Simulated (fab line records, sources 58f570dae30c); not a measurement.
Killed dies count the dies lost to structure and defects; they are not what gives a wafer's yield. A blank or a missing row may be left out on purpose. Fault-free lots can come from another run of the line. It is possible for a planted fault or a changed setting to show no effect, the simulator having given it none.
Commonality check across tools    flow berkeley_cmos170    48 wafers sampled across 14 lots

THE REASON FOR OPENING IT
2 of 14 lots carry a flag on the reading NLDD_TW at UCB170_NLDD_TW_MEAS_11. No-fault wafers: 2211, standard deviation 21.
Rule: a lot gets a flag if all its wafers with a number sit over 4 standard deviations from that mean, or if no wafer of it has a number. As for the other lots, they are considered sound.

lot   measured      on             NLDD_TW, wafer by wafer        flag
L572  day 7 21:44   film_metro-01  2183 2191 2178                 
L569  day 7 22:01   film_metro-01  2193 2178 2178                 
L570  day 7 22:56   film_metro-04  2250 2251 2242                 
L571  day 7 23:10   film_metro-01  2192 2200 2185                 
L573  day 8 15:32   film_metro-01  2184 2179 2186                 
L578  day 9 03:55   film_metro-04  2336 2339 2342 2345 2330 2333  FLAGGED
L581  day 9 17:55   film_metro-04  2340 2344 2334 2341 2341 2340  FLAGGED
L584  day 9 18:37   film_metro-01  2207 2192 2201                 
L583  day 9 19:20   film_metro-01  2205 2195 2196                 
L589  day 11 01:51  film_metro-01  2187 2184 2189                 
L585  day 11 01:58  film_metro-03  2220 2209 2217                 
L587  day 11 02:43  film_metro-01  2194 2184 2189                 
L592  day 11 16:30  film_metro-03  2220 2222 2226                 
L590  day 11 17:11  film_metro-04  2247 2250 2233                 
On average the flagged lots' numbers are 2339, which is +128 against the usual, or +6 standard deviations.

WHICH TOOL RAN EACH LOT
The record holds 2 process steps before the reading, out of a route of 331 steps. In each cell: the tool, then ch and the chambers that the sampled wafers went through, then the start.
lot   flag     UCB170_NLDD_IMPLANT_09           UCB170_NLDD_STRIP_10
L572           implanter-04 ch 0, day 7 21:29   plasma_asher-01 ch 0,1, day 7 21:37
L569           implanter-03 ch 0, day 7 21:49   plasma_asher-04 ch 0,1, day 7 21:55
L570           implanter-03 ch 0, day 7 22:42   plasma_asher-01 ch 0,1, day 7 22:49
L571           implanter-02 ch 0, day 7 22:56   plasma_asher-01 ch 0,1, day 7 23:03
L573           implanter-04 ch 0, day 8 15:17   plasma_asher-01 ch 0,1, day 8 15:25
L578  FLAGGED  implanter-03 ch 0, day 9 03:40   plasma_asher-01 ch 0, day 9 03:49
L581  FLAGGED  implanter-03 ch 0, day 9 17:41   plasma_asher-03 ch 0,1, day 9 17:49
L584           implanter-04 ch 0, day 9 18:22   plasma_asher-01 ch 0,1, day 9 18:31
L583           implanter-02 ch 0, day 9 19:02   plasma_asher-01 ch 0,1, day 9 19:10
L589           implanter-04 ch 0, day 11 01:36  plasma_asher-04 ch 0,1, day 11 01:45
L585           implanter-02 ch 0, day 11 01:44  plasma_asher-03 ch 0,1, day 11 01:52
L587           implanter-04 ch 0, day 11 02:21  plasma_asher-01 ch 0,1, day 11 02:36
L592           implanter-04 ch 0, day 11 16:16  plasma_asher-01 ch 0,1, day 11 16:23
L590           implanter-02 ch 0, day 11 16:57  plasma_asher-01 ch 0,1, day 11 17:05
What is done by these steps:
- UCB170_NLDD_IMPLANT_09
- UCB170_NLDD_STRIP_10: strips in O2.
- UCB170_NLDD_TW_MEAS_11

FLAGGED OVER TOTAL, TOOL BY TOOL (the gauges that took the reading come last)
step                    tool             lots run  flagged  share of the flagged lots  sound lots run after its first flagged lot
UCB170_NLDD_IMPLANT_09  implanter-02     4         0        none                       -
UCB170_NLDD_IMPLANT_09  implanter-03     4         2        all                        0
UCB170_NLDD_IMPLANT_09  implanter-04     6         0        none                       -
UCB170_NLDD_STRIP_10    plasma_asher-01  10        1        some                       5 (L584,L583,L587,L592,L590)
UCB170_NLDD_STRIP_10    plasma_asher-03  2         1        some                       1 (L585)
UCB170_NLDD_STRIP_10    plasma_asher-04  2         0        none                       -
UCB170_NLDD_TW_MEAS_11  film_metro-01    8         0        none                       -
UCB170_NLDD_TW_MEAS_11  film_metro-03    2         0        none                       -
UCB170_NLDD_TW_MEAS_11  film_metro-04    4         2        all                        1 (L590)

WHAT IS ALLOWED BY THE TABLE
Rows of the table that ran all the flagged lots, 2 in number: implanter-03 at UCB170_NLDD_IMPLANT_09; film_metro-04 at UCB170_NLDD_TW_MEAS_11.
- implanter-03 at UCB170_NLDD_IMPLANT_09 ran 4 lots, 2 of them flagged. It ran its last sound lot, L570, at day 7 22:42 and its first flagged lot, L578, at day 9 03:40: a fault with its onset between the two fits. Its own readings (beam_on_s, faraday_current_uA) fall more than 4 standard deviations out on all wafers of the flagged lots.
- film_metro-04 at UCB170_NLDD_TW_MEAS_11 ran 4 lots, 2 of them flagged. After the first flagged lot (L590), sound lots still ran on it; a lasting fault on the whole tool would not permit that.
What remains is a single tool, implanter-03 at UCB170_NLDD_IMPLANT_09.

WHAT THE SIMULATOR HAD PUT IN
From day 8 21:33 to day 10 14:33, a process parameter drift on implanter-03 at UCB170_NLDD_IMPLANT_09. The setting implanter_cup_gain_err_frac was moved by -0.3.
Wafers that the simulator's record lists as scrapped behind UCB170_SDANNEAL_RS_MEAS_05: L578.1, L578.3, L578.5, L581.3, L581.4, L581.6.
Shown lots that were struck: L578, L581. This agrees with what the rule above found.
